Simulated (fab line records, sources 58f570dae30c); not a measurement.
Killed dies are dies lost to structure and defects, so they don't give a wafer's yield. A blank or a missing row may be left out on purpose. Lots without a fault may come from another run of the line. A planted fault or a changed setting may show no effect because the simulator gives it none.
fab line records | flow berkeley_cmos170
record lots=5 wafers=15 last_day=12
route steps=331 shown BACKSIDE@202 SDANNEAL@204 PSD@206 NSD@207 PLDD@208 NLDD@209 SILICIDE@210 CONTACT@216
lots that met no fault: from a run of the same line without faults
start_h: hours from the record's first day to the start of the lot's first wafer shown | wait_h: hours since the lot's step before | " the same as in the row above | L1.1+2: a row that stands for several wafers | - no value, or no start given | * or withheld: withheld | < > ~ a bound
route shown NAME@n: a module of which the file shows steps, and the number in the route of the first | usual: mean/standard deviation of fault-free wafers | same: alike in all rows | chamber/n: place in a boat | sites: the reading at each site | _std_site: their standard deviation | _edge_site: outer sites' mean less inner sites' | radius_mm: how far each site lies from the wafer's centre | mask NAME#n: copy n | behind: the tool/chamber that last shaped the wafer | hold: why the lot was held/for how many hours/how that ended | device: the transistor (n, p or np) that didn't switch | end of line: the same wafers' tests at the end of the route | a step without rows: its recipe alone | killed: dies lost to structure and defects at the first sort, not the wafer's yield | map: a wafer's dies, x killed, . not, _ none there
set.NAME: the setting as run; set.NAME@STEP: as run at that earlier step | model.NAME: the simulator's own value behind a step, which no gauge read
lots at some steps of the route; a table a step, a row a wafer
services: from which hour (start_h, from the record's first day; less than 0 if before it) a tool's chamber was out of use, for how many hours, and why
## steps
# step UCB170_BACKSIDE_STRIP_03
# recipe chemistry=O2 power_w=400 pressure_mtorr=3500 platen_temp_c=withheld o2_flow_sccm=400 overash_fraction=0.5
# usual drypump_motor_current_A=5.9/0.59 oes_product_au=0.735/0.0049 strip_time_to_endpoint_s=21.97/0.055
# columns lot.wafer tool chamber start_h wait_h drypump_motor_current_A oes_product_au rf_hours_counter_h strip_time_to_endpoint_s
L082.3 plasma_asher-03 0 157.81 0.1 5.1 0.735 - 21.97
L082.4 " 1 " " 6.8 0.727 - 22.00
L082.6 " 1 " " 6.7 0.740 - 22.05
L083.1 plasma_asher-01 1 180.62 0.1 5.2 0.734 53 22.13
L083.5 " 0 " " 5.5 0.729 - 22.04
L083.6 " 1 " " 5.2 0.742 - 22.07
L088.1 plasma_asher-01 0 203.91 0.1 5.5 0.735 55 21.99
L088.2 " 1 " " 5.2 0.741 55 22.07
L088.5 " 1 " " 5.2 0.738 - 22.06
L091.1 plasma_asher-04 0 209.48 0.1 6.4 0.736 10 22.04
L091.4 " 0 " " 6.4 0.738 - 21.97
L091.5 " 1 " " 6.1 0.730 - 21.98
L097.3 plasma_asher-04 1 250.46 0.1 6.1 0.739 - 21.96
L097.5 " 1 " " 6.1 0.732 - 21.97
L097.6 " 0 " " 6.4 0.730 - 21.98
# step UCB170_BACKSIDE_CLEAN_04
# recipe chemistry=SPM temp_c=120 time_s=600
# columns lot.wafer tool chamber start_h wait_h
L082.3+4+6 wet_bench-01 0 157.88 0.0
L083.1+5+6 wet_bench-02 1 181.21 0.6
L088.1+2+5 wet_bench-02 0 204.01 0.1
L091.1+4+5 wet_bench-02 2 209.58 0.1
L097.3+5+6 wet_bench-03 1 250.86 0.4
# step UCB170_SDANNEAL_RTA_00
# recipe temp_c=900 time_s=10 ambient=N2
# usual anneal_temp_c_max=905.6/1.1 chamber_o2_ppm=1.998/0.023 lamp_power_pct=25.0/2.3 wafer_temp_C_max=903.7/0.83
# columns lot.wafer tool chamber start_h wait_h anneal_temp_c_max chamber_o2_ppm lamp_power_pct wafer_temp_C_max
L082.3 rtp_anneal-02 0 158.08 0.0 906.4 1.969 22.6 903.5
L082.4 " 0 " " 903.7 1.997 22.5 903.5
L082.6 " 0 " " 903.4 2.025 22.5 903.1
L083.1 rtp_anneal-02 0 181.41 0.0 904.8 1.960 22.5 903.3
L083.5 " 0 " " 904.9 1.988 22.6 902.3
L083.6 " 0 " " 907.8 1.947 22.5 903.0
L088.1 rtp_anneal-01 0 204.20 0.0 906.5 1.975 27.1 904.0
L088.2 " 0 " " 905.0 1.999 27.1 903.0
L088.5 " 0 " " 904.8 2.021 27.1 904.0
L091.1 rtp_anneal-01 0 209.77 0.0 905.7 2.015 27.1 903.6
L091.4 " 0 " " 906.2 1.961 27.1 904.6
L091.5 " 0 " " 907.5 2.008 27.0 906.2
L097.3 rtp_anneal-02 0 251.06 0.0 905.5 2.002 22.5 903.0
L097.5 " 0 " " 904.6 1.985 22.5 903.9
L097.6 " 0 " " 903.6 2.021 22.5 902.6
# step UCB170_SDANNEAL_RTA_01
# recipe temp_c=1050 time_s=5 ambient=N2
# usual anneal_temp_c_max=1056.4/1.2 chamber_o2_ppm=2.001/0.022 lamp_power_pct=39/3.5 wafer_temp_C_max=1054.4/1.1
# columns lot.wafer tool chamber start_h wait_h anneal_temp_c_max chamber_o2_ppm lamp_power_pct wafer_temp_C_max
L082.3 rtp_anneal-02 0 158.14 0.1 1055.6 2.006 35 1054.2
L082.4 " 0 " " 1058.6 1.992 35 1052.9
L082.6 " 0 " " 1055.9 1.997 35 1055.1
L083.1 rtp_anneal-02 0 181.47 0.1 1055.2 2.021 35 1054.1
L083.5 " 0 " " 1056.5 2.023 35 1052.9
L083.6 " 0 " " 1055.3 1.999 35 1053.3
L088.1 rtp_anneal-01 0 204.26 0.1 1059.0 1.986 42 1053.2
L088.2 " 0 " " 1056.3 1.997 42 1052.6
L088.5 " 0 " " 1056.9 2.017 42 1054.1
L091.1 rtp_anneal-01 0 209.84 0.1 1056.6 1.981 42 1054.9
L091.4 " 0 " " 1056.4 1.987 42 1053.5
L091.5 " 0 " " 1059.4 2.007 42 1056.8
L097.3 rtp_anneal-02 0 251.12 0.1 1056.5 1.992 35 1053.3
L097.5 " 0 " " 1055.5 2.032 35 1054.0
L097.6 " 0 " " 1055.1 1.994 35 1053.2
# step UCB170_SDANNEAL_RS_MEAS_02
# recipe thk_meas_gauge=four-point-probe
# usual PSD_RS=75.4/0.35
# columns lot.wafer tool chamber start_h wait_h PSD_RS[ohm/sq]
L082.3 film_metro-04 - 158.22 0.1 75.6
L082.4 " - " " 75.4
L082.6 " - " " 75.3
L083.1 film_metro-02 - 181.53 0.0 75.1
L083.5 " - " " 75.5
L083.6 " - " " 75.3
L088.1 film_metro-03 - 204.32 0.0 75.5
L088.2 " - " " 75.5
L088.5 " - " " 75.3
L091.1 film_metro-03 - 209.89 0.0 75.1
L091.4 " - " " 75.4
L091.5 " - " " 75.6
L097.3 film_metro-02 - 251.20 0.1 74.7
L097.5 " - " " 74.6
L097.6 " - " " 74.4
# step UCB170_SDANNEAL_RS_MEAS_03
# recipe thk_meas_gauge=four-point-probe
# usual NSD_RS=37.21/0.092
# columns lot.wafer tool chamber start_h wait_h NSD_RS[ohm/sq]
L082.3 film_metro-04 - 158.34 0.1 37.18
L082.4 " - " " 37.15
L082.6 " - " " 37.12
L083.1 film_metro-02 - 181.65 0.1 37.11
L083.5 " - " " 37.23
L083.6 " - " " 37.26
L088.1 film_metro-03 - 204.44 0.1 37.31
L088.2 " - " " 37.30
L088.5 " - " " 37.27
L091.1 film_metro-03 - 210.01 0.1 37.28
L091.4 " - " " 37.35
L091.5 " - " " 37.38
L097.3 film_metro-02 - 251.32 0.1 37.17
L097.5 " - " " 37.06
L097.6 " - " " 37.04
# step UCB170_SDANNEAL_RS_MEAS_04
# recipe thk_meas_gauge=four-point-probe
# usual PLDD_RS=1031.0/2.5
# columns lot.wafer tool chamber start_h wait_h PLDD_RS[ohm/sq]
L082.3 film_metro-04 - 158.46 0.1 1030.1
L082.4 " - " " 1031.9
L082.6 " - " " 1031.8
L083.1 film_metro-02 - 181.77 0.1 1025.8
L083.5 " - " " 1025.6
L083.6 " - " " 1022.5
L088.1 film_metro-03 - 204.56 0.1 1029.2
L088.2 " - " " 1031.0
L088.5 " - " " 1027.3
L091.1 film_metro-03 - 210.13 0.1 1032.8
L091.4 " - " " 1029.8
L091.5 " - " " 1031.9
L097.3 film_metro-02 - 251.44 0.1 1029.7
L097.5 " - " " 1029.4
L097.6 " - " " 1032.6
# step UCB170_SDANNEAL_RS_MEAS_05
# recipe thk_meas_gauge=four-point-probe
# usual NLDD_RS=615.8/1.5
# columns lot.wafer tool chamber start_h wait_h NLDD_RS[ohm/sq]
L082.3 film_metro-04 - 158.58 0.1 613.5
L082.4 " - " " 614.3
L082.6 " - " " 616.1
L083.1 film_metro-02 - 181.89 0.1 617.3
L083.5 " - " " 614.7
L083.6 " - " " 614.4
L088.1 film_metro-03 - 204.68 0.1 615.1
L088.2 " - " " 613.9
L088.5 " - " " 614.7
L091.1 film_metro-03 - 210.25 0.1 614.2
L091.4 " - " " 614.9
L091.5 " - " " 615.9
L097.3 film_metro-02 - 251.56 0.1 617.8
L097.5 " - " " 617.4
L097.6 " - " " 618.6
# step UCB170_SILICIDE_PRE_CLEAN_00
# recipe gas=Ar preclean_etch_time_s=60
# same preclean_etch_time_s=60
# columns lot.wafer tool chamber start_h wait_h
L082.3+4+6 pvd_sputter-04 - 158.66 0.1
L083.1+5+6 pvd_sputter-01 - 182.01 0.1
L088.1+2+5 pvd_sputter-01 - 204.80 0.1
L091.1+4+5 pvd_sputter-04 - 210.37 0.1
L097.3+5+6 pvd_sputter-02 - 251.64 0.1
# step UCB170_SILICIDE_SPUTTER_01
# recipe material=Ti target_thk_nm=30 time_s=25 power_w=1500 chamber_pressure_pa=0.5
# usual throttle_valve_pct=29.7/0.93
# columns lot.wafer tool chamber start_h wait_h throttle_valve_pct
L082.3 pvd_sputter-04 - 158.73 0.0 29.3
L082.4 " - " " 29.9
L082.6 " - " " 29.6
L083.1 pvd_sputter-01 - 182.08 0.0 28.8
L083.5 " - " " 28.8
L083.6 " - " " 28.7
L088.1 pvd_sputter-01 - 204.87 0.0 28.5
L088.2 " - " " 31.0
L088.5 " - " " 28.5
L091.1 pvd_sputter-04 - 210.44 0.0 31.6
L091.4 " - " " 29.4
L091.5 " - " " 29.6
L097.3 pvd_sputter-02 - 251.71 0.0 30.1
L097.5 " - " " 30.1
L097.6 " - " " 29.2
# step UCB170_SILICIDE_RS_MEAS_02
# recipe thk_meas_gauge=four-point-probe reads=Ti_of_SILICIDE_SPUTTER_01
# usual SILICIDE_TI_RS=26.1/0.39
# columns lot.wafer tool chamber start_h wait_h SILICIDE_TI_RS[ohm/sq]
L082.3 film_metro-02 - 158.80 0.1 25.7
L082.4 " - " " 26.0
L082.6 " - " " 25.7
L083.1 film_metro-01 - 182.11 0.0 26.0
L083.5 " - " " 25.7
L083.6 " - " " 26.2
L088.1 film_metro-02 - 204.90 0.0 25.7
L088.2 " - " " 25.8
L088.5 " - " " 26.1
L091.1 film_metro-01 - 210.47 0.0 26.0
L091.4 " - " " 26.2
L091.5 " - " " 25.7
L097.3 film_metro-02 - 251.78 0.1 26.1
L097.5 " - " " 26.2
L097.6 " - " " 26.2
# step UCB170_SILICIDE_THK_MEAS_03
# recipe thk_meas_gauge=xrf reads=Ti_of_SILICIDE_SPUTTER_01
# usual SILICIDE_TI_THK=29.9/0.44
# columns lot.wafer tool chamber start_h wait_h SILICIDE_TI_THK[nm]
L082.3 film_metro-02 - 158.90 0.1 30.2
L082.4 " - " " 29.9
L082.6 " - " " 30.3
L083.1 film_metro-01 - 182.23 0.1 30.1
L083.5 " - " " 30.1
L083.6 " - " " 29.9
L088.1 film_metro-02 - 205.02 0.1 30.3
L088.2 " - " " 30.2
L088.5 " - " " 29.9
L091.1 film_metro-01 - 210.59 0.1 30.2
L091.4 " - " " 29.9
L091.5 " - " " 30.4
L097.3 film_metro-02 - 251.88 0.1 30.0
L097.5 " - " " 29.9
L097.6 " - " " 29.8
# step UCB170_SILICIDE_RTA_04
# recipe temp_c=650 time_s=15 ambient=N2
# usual anneal_temp_c_max=654.0/0.7 chamber_o2_ppm=2.007/0.023 lamp_power_pct=10.6/0.97 wafer_temp_C_max=652.7/0.68
# columns lot.wafer tool chamber start_h wait_h anneal_temp_c_max chamber_o2_ppm lamp_power_pct wafer_temp_C_max
L082.3 rtp_anneal-01 0 158.96 0.1 656.7 2.016 11.6 654.3
L082.4 " 0 " " 653.9 2.041 11.6 653.2
L082.6 " 0 " " 654.2 2.017 11.6 653.5
L083.1 rtp_anneal-01 0 182.29 0.1 653.7 1.996 11.6 653.3
L083.5 " 0 " " 653.2 2.033 11.6 652.6
L083.6 " 0 " " 655.2 2.037 11.6 653.7
L088.1 rtp_anneal-01 0 205.08 0.1 654.2 2.028 11.6 653.7
L088.2 " 0 " " 654.7 2.016 11.6 653.0
L088.5 " 0 " " 653.6 2.015 11.6 652.5
L091.1 rtp_anneal-01 0 210.65 0.1 654.1 1.970 11.6 652.4
L091.4 " 0 " " 654.7 2.002 11.6 653.2
L091.5 " 0 " " 653.9 2.012 11.6 653.3
L097.3 rtp_anneal-02 0 251.94 0.1 654.5 2.052 9.7 651.5
L097.5 " 0 " " 654.3 2.052 9.7 652.5
L097.6 " 0 " " 653.8 2.015 9.6 651.9
# step UCB170_SILICIDE_WET_ETCH_05
# recipe chemistry=SPM time_s=45 temp_c=120 target=Ti
# columns lot.wafer tool chamber start_h wait_h
L082.3+4+6 wet_bench-03 1 159.01 0.0
L083.1+5+6 wet_bench-03 2 182.36 0.1
L088.1+2+5 wet_bench-03 1 205.16 0.1
L091.1+4+5 wet_bench-03 0 210.73 0.1
L097.3+5+6 wet_bench-03 1 252.01 0.1
# step UCB170_CONTACT_CLEAN_00
# recipe chemistry=SPM temp_c=120 time_s=600
# columns lot.wafer tool chamber start_h wait_h
L082.3+4+6 wet_bench-04 3 159.03 0.0
L083.1+5+6 wet_bench-03 2 182.38 0.0
L088.1+2+5 wet_bench-01 2 205.18 0.0
L091.1+4+5 wet_bench-03 1 210.75 0.0
L097.3+5+6 wet_bench-03 0 252.04 0.0
# step UCB170_CONTACT_CVD_01
# recipe material=PSG target_thk_nm=700 temp_c=450 precursor=SiH4/O2/PH3 time_s=2820 pressure_mtorr=300 sih4_flow_sccm=60 o2_flow_sccm=90 ph3_flow_sccm=25
# usual ph3_flow_sccm=24.99/0.068 spike_tc_source_C=467.8/2.8 susceptor_temp_C=449.95/0.21
# columns lot.wafer tool chamber start_h wait_h ph3_flow_sccm spike_tc_source_C susceptor_temp_C
L082.3 lpcvd-02 1 160.09 0.9 25.16 470.5 450.19
L082.4 " 1 " " 24.93 469.0 449.99
L082.6 " 1 " " 24.91 469.7 449.98
L083.1 lpcvd-01 1 182.56 0.0 25.07 463.6 449.77
L083.5 " 1 " " 25.01 466.0 450.07
L083.6 " 1 " " 25.03 463.5 449.98
L088.1 lpcvd-01 1 205.35 0.0 25.10 464.6 449.97
L088.2 " 1 " " 25.09 464.1 450.00
L088.5 " 1 " " 25.03 463.7 450.05
L091.1 lpcvd-01 0 210.92 0.0 25.08 467.9 449.85
L091.4 " 0 " " 24.98 468.2 450.12
L091.5 " 0 " " 25.12 467.2 450.23
L097.3 lpcvd-01 0 252.90 0.7 24.96 467.0 449.94
L097.5 " 0 " " 25.08 466.3 449.98
L097.6 " 0 " " 25.16 466.3 450.29
# step UCB170_CONTACT_THK_MEAS_02
# recipe reads=PSG_of_CONTACT_CVD_01
# usual CONTACT_PSG_THK=697/7.9
# columns lot.wafer tool chamber start_h wait_h CONTACT_PSG_THK[nm]
L082.3 film_metro-04 - 161.89 0.0 702
L082.4 " - " " 708
L082.6 " - " " 704
L083.1 film_metro-04 - 184.34 0.0 704
L083.5 " - " " 704
L083.6 " - " " 700
L088.1 film_metro-01 - 207.14 0.0 707
L088.2 " - " " 704
L088.5 " - " " 709
L091.1 film_metro-01 - 212.71 0.0 704
L091.4 " - " " 704
L091.5 " - " " 695
L097.3 film_metro-04 - 254.71 0.0 699
L097.5 " - " " 704
L097.6 " - " " 702
# step UCB170_CONTACT_HMDS_03
# recipe prime_time_s=60 prime_temp_c=100
# usual resist_line_temp_C=23.01/0.1
# columns lot.wafer tool chamber start_h wait_h resist_line_temp_C
L082.3 litho_track-02 0 161.98 0.1 23.14
L082.4 " 0 " " 23.03
L082.6 " 0 " " 23.11
L083.1 litho_track-04 0 184.43 0.1 22.99
L083.5 " 0 " " 23.03
L083.6 " 0 " " 23.07
L088.1 litho_track-04 0 207.20 0.1 23.03
L088.2 " 0 " " 22.96
L088.5 " 0 " " 22.90
L091.1 litho_track-01 0 212.77 0.1 23.03
L091.4 " 0 " " 23.16
L091.5 " 0 " " 22.96
L097.3 litho_track-04 0 254.91 0.2 23.05
L097.5 " 0 " " 23.32
L097.6 " 0 " " 23.14
# step UCB170_CONTACT_COAT_04
# recipe resist=KrF spin_rpm=1500 resist_thk_nm=900
# usual resist_line_temp_C=22.97/0.089
# columns lot.wafer tool chamber start_h wait_h resist_line_temp_C
L082.3 litho_track-02 0 162.13 0.1 22.99
L082.4 " 0 " " 22.84
L082.6 " 0 " " 22.98
L083.1 litho_track-04 0 184.58 0.1 23.07
L083.5 " 0 " " 23.05
L083.6 " 0 " " 23.01
L088.1 litho_track-04 0 207.35 0.1 22.94
L088.2 " 0 " " 22.97
L088.5 " 0 " " 23.07
L091.1 litho_track-01 0 212.92 0.1 22.98
L091.4 " 0 " " 22.95
L091.5 " 0 " " 22.97
L097.3 litho_track-04 0 255.06 0.1 23.01
L097.5 " 0 " " 22.96
L097.6 " 0 " " 23.03
# step UCB170_CONTACT_SOFTBAKE_05
# recipe resist=KrF temp_c=130 time_s=60
# usual resist_line_temp_C=23.00/0.11
# columns lot.wafer tool chamber start_h wait_h resist_line_temp_C
L082.3 litho_track-02 0 162.28 0.1 23.09
L082.4 " 0 " " 22.99
L082.6 " 0 " " 23.15
L083.1 litho_track-04 0 184.73 0.1 22.95
L083.5 " 0 " " 22.96
L083.6 " 0 " " 22.86
L088.1 litho_track-04 0 207.50 0.1 22.81
L088.2 " 0 " " 23.09
L088.5 " 0 " " 23.08
L091.1 litho_track-01 0 213.07 0.1 22.79
L091.4 " 0 " " 22.84
L091.5 " 0 " " 22.80
L097.3 litho_track-04 0 255.21 0.1 23.01
L097.5 " 0 " " 22.88
L097.6 " 0 " " 23.01
# step UCB170_CONTACT_STRIP_06
# recipe chemistry=O2 power_w=400 pressure_mtorr=3500 platen_temp_c=withheld o2_flow_sccm=400 overash_fraction=0.5
# usual drypump_motor_current_A=5.7/0.56 oes_product_au=0.734/0.0043 strip_time_to_endpoint_s=21.99/0.067
# columns lot.wafer tool chamber start_h wait_h drypump_motor_current_A oes_product_au rf_hours_counter_h strip_time_to_endpoint_s
L082.3 plasma_asher-01 0 162.42 0.1 5.5 0.736 - 21.86
L082.4 " 1 " " 5.2 0.741 - 21.90
L082.6 " 0 " " 5.5 0.734 - 21.90
L083.1 plasma_asher-03 1 184.88 0.1 6.7 0.727 48 21.86
L083.5 " 0 " " 5.2 0.735 - 21.93
L083.6 " 1 " " 6.7 0.743 - 21.93
L088.1 plasma_asher-03 1 207.65 0.1 6.7 0.727 50 22.00
L088.2 " 0 " " 5.2 0.737 50 22.02
L088.5 " 1 " " 6.7 0.734 - 22.07
L091.1 plasma_asher-02 1 213.22 0.1 5.5 0.727 41 21.99
L091.4 " 1 " " 5.6 0.729 - 22.01
L091.5 " 0 " " 6.0 0.734 - 22.00
L097.3 plasma_asher-01 1 255.35 0.1 5.2 0.734 - 21.93
L097.5 " 0 " " 5.5 0.732 - 21.94
L097.6 " 1 " " 5.2 0.731 - 21.92
# step UCB170_CONTACT_CLEAN_07
# recipe chemistry=SPM temp_c=120 time_s=600
# columns lot.wafer tool chamber start_h wait_h
L082.3+4+6 wet_bench-03 3 162.63 0.2
L083.1+5+6 wet_bench-03 3 184.98 0.1
L088.1+2+5 wet_bench-03 2 207.75 0.1
L091.1+4+5 wet_bench-01 3 213.33 0.1
L097.3+5+6 wet_bench-04 1 255.41 0.0
# step UCB170_CONTACT_RTA_08
# recipe temp_c=900 time_s=10 ambient=N2
# usual anneal_temp_c_max=905.3/1 chamber_o2_ppm=2.003/0.022 lamp_power_pct=24.8/2.3 wafer_temp_C_max=903.8/0.78
# columns lot.wafer tool chamber start_h wait_h anneal_temp_c_max chamber_o2_ppm lamp_power_pct wafer_temp_C_max
L082.3 rtp_anneal-02 0 162.82 0.0 904.9 1.997 22.5 903.9
L082.4 " 0 " " 905.5 2.004 22.5 903.2
L082.6 " 0 " " 903.9 2.011 22.6 903.6
L083.1 rtp_anneal-02 0 185.15 0.0 906.0 1.992 22.6 902.8
L083.5 " 0 " " 904.1 1.988 22.5 902.6
L083.6 " 0 " " 905.0 1.982 22.5 902.2
L088.1 rtp_anneal-01 0 207.92 0.0 903.9 2.006 27.1 903.7
L088.2 " 0 " " 905.5 1.973 27.0 903.5
L088.5 " 0 " " 904.4 1.955 27.1 904.4
L091.1 rtp_anneal-01 0 213.50 0.0 906.9 2.012 27.1 903.5
L091.4 " 0 " " 905.1 1.982 27.0 904.0
L091.5 " 0 " " 906.5 2.046 27.0 904.3
L097.3 rtp_anneal-01 0 255.61 0.0 905.7 2.011 27.0 903.8
L097.5 " 0 " " 905.2 1.996 27.1 903.1
L097.6 " 0 " " 905.2 1.984 27.0 903.4
# step UCB170_CONTACT_COAT_09
# recipe resist=BARC temp_c=withheld time_s=withheld spin_rpm=3000 resist_thk_nm=withheld
# usual resist_line_temp_C=*
# columns lot.wafer tool chamber start_h wait_h resist_line_temp_C
L082.3 litho_track-02 0 162.92 0.1 *
L082.4 " 0 " " *
L082.6 " 0 " " *
L083.1 litho_track-04 0 185.22 0.1 *
L083.5 " 0 " " *
L083.6 " 0 " " *
L088.1 litho_track-02 0 207.99 0.1 *
L088.2 " 0 " " *
L088.5 " 0 " " *
L091.1 litho_track-01 0 213.57 0.1 *
L091.4 " 0 " " *
L091.5 " 0 " " *
L097.3 litho_track-02 0 255.85 0.2 *
L097.5 " 0 " " *
L097.6 " 0 " " *
# step UCB170_CONTACT_COAT_10
# recipe resist=KrF spin_rpm=1500 resist_thk_nm=900
# usual resist_line_temp_C=22.98/0.11
# columns lot.wafer tool chamber start_h wait_h resist_line_temp_C
L082.3 litho_track-02 0 - - 23.02
L082.4 " 0 " " 22.98
L082.6 " 0 " " 23.20
L083.1 litho_track-04 0 - - 22.94
L083.5 " 0 " " 23.13
L083.6 " 0 " " 23.09
L088.1 litho_track-02 0 - - 22.95
L088.2 " 0 " " 23.03
L088.5 " 0 " " 23.09
L091.1 litho_track-01 0 - - 23.06
L091.4 " 0 " " 22.87
L091.5 " 0 " " 22.82
L097.3 litho_track-02 0 - - 23.01
L097.5 " 0 " " 22.75
L097.6 " 0 " " 23.03
# step UCB170_CONTACT_SOFTBAKE_11
# recipe resist=KrF temp_c=130 time_s=60
# usual resist_line_temp_C=22.98/0.11
# columns lot.wafer tool chamber start_h wait_h resist_line_temp_C
L082.3 litho_track-02 0 - - 23.20
L082.4 " 0 " " 23.00
L082.6 " 0 " " 22.96
L083.1 litho_track-04 0 - - 22.80
L083.5 " 0 " " 23.02
L083.6 " 0 " " 23.00
L088.1 litho_track-02 0 - - 22.81
L088.2 " 0 " " 22.94
L088.5 " 0 " " 23.07
L091.1 litho_track-01 0 - - 22.86
L091.4 " 0 " " 23.08
L091.5 " 0 " " 22.87
L097.3 litho_track-02 0 - - 22.94
L097.5 " 0 " " 22.79
L097.6 " 0 " " 22.84
# step UCB170_CONTACT_EXPOSE_12
# recipe mask_id=CONT target_cd_nm=700 na=0.5 sigma_outer=0.6 source_shape=conventional dose_mj=35
# same sigma_outer=0.6
# columns lot.wafer tool chamber start_h wait_h mask
L082.3+4+6 krf_scanner-01 0 163.48 - CONT#0
L083.1+5+6 krf_scanner-01 0 185.79 - CONT#0
L088.1+2+5 krf_scanner-02 0 208.44 - CONT#0
L091.1+4+5 krf_scanner-01 0 214.02 - CONT#0
L097.3+5+6 krf_scanner-01 0 256.41 - CONT#0
# step UCB170_CONTACT_PEB_13
# recipe peb_temp_c=130 peb_time_s=withheld resist=KrF
# usual resist_line_temp_C=22.99/0.11
# columns lot.wafer tool chamber start_h wait_h resist_line_temp_C
L082.3 litho_track-01 0 163.61 0.1 22.89
L082.4 " 0 " " 23.04
L082.6 " 0 " " 23.04
L083.1 litho_track-02 0 185.91 0.1 23.07
L083.5 " 0 " " 22.99
L083.6 " 0 " " 23.20
L088.1 litho_track-01 0 208.55 0.1 23.18
L088.2 " 0 " " 22.86
L088.5 " 0 " " 22.92
L091.1 litho_track-04 0 214.14 0.1 22.86
L091.4 " 0 " " 22.87
L091.5 " 0 " " 23.01
L097.3 litho_track-01 0 256.54 0.1 22.95
L097.5 " 0 " " 22.89
L097.6 " 0 " " 23.09
# step UCB170_CONTACT_DEVELOP_14
# recipe developer=TMAH develop_time_s=45 resist=KrF dev_temp_c=21
# usual resist_line_temp_C=23.01/0.093
# columns lot.wafer tool chamber start_h wait_h resist_line_temp_C
L082.3 litho_track-01 0 - - 23.09
L082.4 " 0 " " 23.05
L082.6 " 0 " " 22.99
L083.1 litho_track-02 0 - - 22.91
L083.5 " 0 " " 22.95
L083.6 " 0 " " 22.99
L088.1 litho_track-01 0 - - 22.99
L088.2 " 0 " " 23.16
L088.5 " 0 " " 23.03
L091.1 litho_track-04 0 - - 22.88
L091.4 " 0 " " 23.05
L091.5 " 0 " " 23.09
L097.3 litho_track-01 0 - - 23.10
L097.5 " 0 " " 23.01
L097.6 " 0 " " 23.05
# step UCB170_CONTACT_CD_MEAS_15
# recipe target_cd_nm=700
# usual cd_nm=699.9/1.3
# columns lot.wafer tool chamber start_h wait_h cd_nm
L082.3 cd_sem-01 - 163.87 - 698.0
L082.4 " - " " 699.0
L082.6 " - " " 699.4
L083.1 cd_sem-02 - 186.19 - 698.6
L083.5 " - " " 698.4
L083.6 " - " " 699.8
L088.1 cd_sem-02 - 208.83 - 697.9
L088.2 " - " " 697.8
L088.5 " - " " 699.6
L091.1 cd_sem-02 - 214.41 - 700.3
L091.4 " - " " 699.5
L091.5 " - " " 699.5
L097.3 cd_sem-01 - 256.81 - 702.2
L097.5 " - " " 703.4
L097.6 " - " " 702.3
# step UCB170_CONTACT_OVL_MEAS_16
# usual CONTACT_OVL=2/5
# columns lot.wafer tool chamber start_h wait_h CONTACT_OVL[nm]
L082.3 overlay-02 - 163.97 0.1 4
L082.4 " - " " 11
L082.6 " - " " 13
L083.1 overlay-01 - 186.31 0.1 0
L083.5 " - " " 6
L083.6 " - " " 3
L088.1 overlay-01 - 208.95 0.1 -2
L088.2 " - " " 1
L088.5 " - " " 0
L091.1 overlay-02 - 214.53 0.1 -6
L091.4 " - " " 0
L091.5 " - " " -6
L097.3 overlay-02 - 256.90 0.1 2
L097.5 " - " " 5
L097.6 " - " " 0
# step UCB170_CONTACT_ETCH_17
# recipe chemistry=N2/H2 target_depth_a=withheld overetch_a=withheld target=BARC time_s=withheld source_w=500 bias_w=100 pressure_mtorr=30 n2_flow_sccm=100 h2_flow_sccm=200
# usual bias_w=100.02/0.28 drypump_motor_current_A=5.9/0.46 oes_product_au=0.995/0.018 throttle_valve_pct=13.28/0.2
# columns lot.wafer tool chamber start_h wait_h bias_w drypump_motor_current_A oes_product_au throttle_valve_pct
L082.3 rie_diel-01 0 163.99 0.0 99.62 6.3 0.970 13.57
L082.4 " 1 " " 100.10 5.1 1.006 13.49
L082.6 " 3 " " 99.64 6.2 1.032 13.28
L083.1 rie_diel-03 2 186.34 0.0 99.49 5.4 0.964 13.64
L083.5 " 3 " " 99.67 5.9 0.994 13.17
L083.6 " 2 " " 99.92 5.4 0.959 13.64
L088.1 rie_diel-04 1 208.99 0.0 99.93 5.9 0.981 13.00
L088.2 " 3 " " 100.02 6.2 0.993 13.31
L088.5 " 2 " " 100.21 5.1 1.007 13.30
L091.1 rie_diel-01 3 214.57 0.0 99.92 6.2 1.025 13.30
L091.4 " 0 " " 100.10 6.3 0.971 13.55
L091.5 " 2 " " 100.48 6.5 1.014 13.17
L097.3 rie_diel-01 3 256.92 0.0 99.96 6.2 1.016 13.28
L097.5 " 1 " " 100.17 5.1 1.012 13.51
L097.6 " 0 " " 100.37 6.3 0.975 13.55
# step UCB170_CONTACT_ETCH_18
# recipe chemistry=CHF3/CF4/Ar target=PSG stop_on=TiSi2 CHF3_flow_sccm=45 cf4_flow_sccm=15 Ar_flow_sccm=150 pressure_mtorr=200 rf_w=700 target_depth_a=8400 over_etch_frac=0.2 time_s=195
# usual CHF3_flow_sccm=44.99/0.13 drypump_motor_current_A=5.9/0.46 oes_product_au=0.889/0.015 throttle_valve_pct=6.90/0.14
# columns lot.wafer tool chamber start_h wait_h CHF3_flow_sccm drypump_motor_current_A oes_product_au rf_hours_counter_h throttle_valve_pct
L082.3 rie_diel-01 0 - - 44.89 6.3 0.873 86 7.07
L082.4 " 1 " " 45.06 5.1 0.906 20 6.95
L082.6 " 3 " " 44.91 6.2 0.921 - 6.84
L083.1 rie_diel-03 2 - - 44.86 5.4 0.879 61 7.20
L083.5 " 3 " " 45.13 6.0 0.902 - 6.82
L083.6 " 2 " " 44.87 5.4 0.870 - 7.20
L088.1 rie_diel-04 1 - - 44.96 5.8 0.884 62 6.76
L088.2 " 3 " " 44.79 6.2 0.893 14 7.00
L088.5 " 2 " " 45.00 5.1 0.914 - 6.81
L091.1 rie_diel-01 3 - - 45.02 6.2 0.914 23 6.84
L091.4 " 0 " " 44.88 6.3 0.878 88 7.08
L091.5 " 2 " " 44.91 6.5 0.899 - 6.85
L097.3 rie_diel-01 3 - - 44.96 6.2 0.914 25 6.83
L097.5 " 1 " " 45.03 5.1 0.899 - 6.96
L097.6 " 0 " " 45.02 6.3 0.870 - 7.09
## services
# columns tool chamber start_h hours kind
plasma_asher-02 - 134.88 3.7 repair
rie_diel-03 1 154.02 4.5 repair
rie_diel-01 1 154.12 6.7 repair
rie_diel-01 - 167.49 1.5 repair
pvd_sputter-04 - 174.67 6.0 repair
wet_bench-01 - 175.85 1.9 pm
krf_scanner-01 - 177.46 3.7 repair
pvd_sputter-01 - 184.36 3.4 repair
pvd_sputter-04 - 196.77 3.2 repair
rie_diel-04 - 217.06 2.8 pm
krf_scanner-01 - 217.19 1.0 pm
lpcvd-02 - 217.72 6.0 pm
krf_scanner-02 - 221.67 1.0 pm
krf_scanner-02 - 231.37 0.8 pm
krf_scanner-01 - 233.77 0.8 pm
rie_diel-03 - 236.88 1.1 repair
pvd_sputter-01 - 246.27 15.4 repair
## key
fault none
